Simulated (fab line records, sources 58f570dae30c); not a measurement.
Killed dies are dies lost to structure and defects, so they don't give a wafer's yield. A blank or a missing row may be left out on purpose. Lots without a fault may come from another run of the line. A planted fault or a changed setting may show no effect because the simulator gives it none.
Which tool did it? | flow berkeley_cmos170 | 13 lots, 39 wafers sampled, at 2 steps of a route of 331

WHAT THE GAUGES READ, wafer by wafer
UCB170_V2_CD_MEAS_12: target cd 700 nm. Usual: cd_nm 699.7 nm, standard deviation 1.2.
lot  | measured     | on        | cd_nm (nm)        | flag
L873 | day 9 01:10  | cd_sem-02 | 698.9 698.8 698.7 |
L874 | day 9 01:35  | cd_sem-02 | 700.2 698.8 698.5 |
L876 | day 9 23:23  | cd_sem-02 | 700.7 699.6 701.5 |
L875 | day 10 00:53 | cd_sem-02 | 699.6 700.7 699.1 |
L877 | day 10 17:02 | cd_sem-02 | 697.7 696.7 696.5 |
L878 | day 10 18:09 | cd_sem-01 | 697.2 697.3 697.6 |
L879 | day 11 11:05 | cd_sem-01 | 697.9 698.4 697.9 |
L881 | day 11 14:58 | cd_sem-02 | 699.2 699.8 698.2 |
L890 | day 13 11:36 | cd_sem-02 | 698.2 698.7 698.3 |
L891 | day 13 18:08 | cd_sem-01 | 707.1 711.9 699.7 | OFF
L892 | day 13 19:56 | cd_sem-02 | 699.5 700.5 701.8 |
L895 | day 14 05:10 | cd_sem-01 | 699.8 698.6 701.2 |
L893 | day 14 08:17 | cd_sem-02 | 698.8 700.6 700.5 |

WHICH TOOL RAN EACH LOT (tool, then ch and the chambers of the sampled wafers, then the start)
lot  | UCB170_V2_EXPOSE_09
L873 | krf_scanner-02 ch 0, day 9 00:36
L874 | krf_scanner-02 ch 0, day 9 01:11
L876 | krf_scanner-02 ch 0, day 9 23:00
L875 | krf_scanner-02 ch 0, day 10 00:29
L877 | krf_scanner-01 ch 0, day 10 16:39
L878 | krf_scanner-01 ch 0, day 10 17:46
L879 | krf_scanner-02 ch 0, day 11 09:58
L881 | krf_scanner-02 ch 0, day 11 14:23
L890 | krf_scanner-01 ch 0, day 13 10:59
L891 | krf_scanner-02 ch 0, day 13 17:16
L892 | krf_scanner-01 ch 0, day 13 19:00
L895 | krf_scanner-01 ch 0, day 14 04:46
L893 | krf_scanner-01 ch 0, day 14 07:23
- UCB170_V2_EXPOSE_09: exposes mask VIA2, target cd 700 nm.

WHAT THE TOOLS THEMSELVES READ (means of the sampled wafers that have a number; where no wafer has one, the mark that the record gives instead)
UCB170_V2_EXPOSE_09. Usual: exposure_dose_mJ_cm2 37.00, standard deviation 0.038.
lot  | tool           | exposure_dose_mJ_cm2 | flag
L873 | krf_scanner-02 | 36.97                |
L874 | krf_scanner-02 | 37.02                |
L876 | krf_scanner-02 | 37.02                |
L875 | krf_scanner-02 | 37.02                |
L877 | krf_scanner-01 | 37.02                |
L878 | krf_scanner-01 | 36.99                |
L879 | krf_scanner-02 | 37.07                |
L881 | krf_scanner-02 | 37.05                |
L890 | krf_scanner-01 | 36.94                |
L891 | krf_scanner-02 | 36.76                | OFF
L892 | krf_scanner-01 | 36.97                |
L895 | krf_scanner-01 | 37.00                |
L893 | krf_scanner-01 | 36.99                |

THE ANSWER, worked out from the rows above alone
Rule: a lot is off if the mean of its wafers that have a number lies more than 3 standard deviations from the usual mean. A lot without any number at a reading at which 4 lots or more have one is off too. The other lots that the step has rows for count as sound. The gauges are gone through in route order, then the tools' own readings, and for those a lot's mean is taken as printed above. The first step at which some lot is off is used, and at that step the reading that is off furthest; a lot without a number counts as furthest.
Off: L891, at UCB170_V2_CD_MEAS_12 (cd_nm).
A tool fits if, at a process step before that reading, it ran every lot that is off, and no sound lot after the first of them. The gauges at UCB170_V2_CD_MEAS_12 aren't tried: what is off there is off at UCB170_V2_EXPOSE_09 too, on other tools, and a gauge's error can't cause that. One fits: krf_scanner-02 at UCB170_V2_EXPOSE_09. Its last sound lot is L881 (day 11 14:23), its first lot that is off L891 (day 13 17:16): a fault that began between those two fits.
The tool's own readings at UCB170_V2_EXPOSE_09 bear it out: on the lots that are off they differ by more than 5 times the standard deviation of the sound lots' means. exposure_dose_mJ_cm2 reads 36.76 there against 37.01 on the sound lots.

WHAT THE SIMULATOR HAD PUT IN
Process parameter drift: krf_scanner-02, from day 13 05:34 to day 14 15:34, at UCB170_V2_EXPOSE_09. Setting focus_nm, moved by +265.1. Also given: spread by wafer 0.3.
Lots struck among those shown: L891. The rule above found the same.
